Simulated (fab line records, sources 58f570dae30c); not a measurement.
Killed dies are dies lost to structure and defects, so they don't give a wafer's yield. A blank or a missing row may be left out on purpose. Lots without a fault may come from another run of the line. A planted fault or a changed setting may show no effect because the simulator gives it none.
Problem report in the 8D (eight disciplines) form, filled by code | flow berkeley_cmos170 | the parts of the form that need people (team, actions taken, sign-off) are left out

1. THE PROBLEM
o2_flow_sccm at UCB170_PVT_STRIP_08 reads a mean of 480.0 sccm on 3 wafers of 2 lots; wafers without a fault read 400.0 sccm with a standard deviation of 1.1. That is +73 standard deviations from the usual mean.
The step: strips in O2.
First seen on wafer L715.2, day 8 21:33, on plasma_asher-04. The record holds 42 wafers of 14 lots with a number at this step. Rule for "out", or "out of limits": more than 4 standard deviations from the usual mean. The other wafers with a number count as sound.

2. WHAT IT IS AND WHAT IT IS NOT
question                    | is                                     | is not
which readings at this step | o2_flow_sccm, strip_time_to_endpoint_s | drypump_motor_current_A
which lots                  | L715, L722                             | L706, L707, L708, L709, L711, L712, L716, L717, L725, L726, L727, L728
which wafers of those lots  | L715.2, L715.3, L722.4                 | L715.1, L722.1, L722.5
read on which tools         | plasma_asher-04                        | plasma_asher-02, plasma_asher-03
when                        | from day 8 21:33                       | up to then (25 sound wafers); but 14 sound wafers of L722, L725, L726, L727, L728 came after

3. SUSPECTS, AND WHAT RULES EACH OUT
Counting: a tool at a process step up to the reading stays a suspect if it ran every lot that is out. Sound lots after the first of them don't rule it out here, since some wafers of a struck lot are sound.
- plasma_asher-04 at UCB170_PVT_STRIP_08 (strips in O2): kept. It ran every lot that is out, first L715 (day 8 21:33); its last sound lot up to then is L716 (day 8 13:10). Its own readings are out on those wafers: o2_flow_sccm, strip_time_to_endpoint_s.
- Within plasma_asher-04 at UCB170_PVT_STRIP_08: the wafers that are out ran in chamber 0; their sound lot-mates ran in chamber 1.
Left after counting: plasma_asher-04 at UCB170_PVT_STRIP_08.

4. THE CAUSE (what the simulator had put in)
Process parameter drift: plasma_asher-04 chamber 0, from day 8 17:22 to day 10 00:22, at UCB170_PVT_STRIP_08. Setting o2_flow_sccm, moved by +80, from 400. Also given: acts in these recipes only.
Counting left only this tool.

5. THE CHAIN OF EFFECTS, in route order
Each row: a reading whose mean over the struck wafers that have a number lies more than 3 standard deviations from the usual. Only readings for which the record gives a usual standard deviation are gone through. hours: the time from each lot's start at the first step in this table that gives one to its start at this step, as a median over the lots. sigmas: the change in usual standard deviations.
hours | step                | reading                  | usual      | on struck wafers | change | sigmas
0     | UCB170_PVT_STRIP_08 | o2_flow_sccm             | 400.0 sccm | 480.0            | +80.0  | +73
0     | UCB170_PVT_STRIP_08 | strip_time_to_endpoint_s | 21.64 s    | 21.12            | -0.52  | -9.6
The process steps in it:
- UCB170_PVT_STRIP_08: strips in O2.
Later measuring or inspecting steps at which every struck wafer that the step has a row for has a number for every such reading, and none has moved that far: UCB170_V2_THK_MEAS_04, UCB170_M3_THK_MEAS_03.

6. WHAT WOULD HAVE CAUGHT IT SOONER
In this record the first reading out of limits was taken at day 8 21:33, 4 hours after the fault began at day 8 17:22.
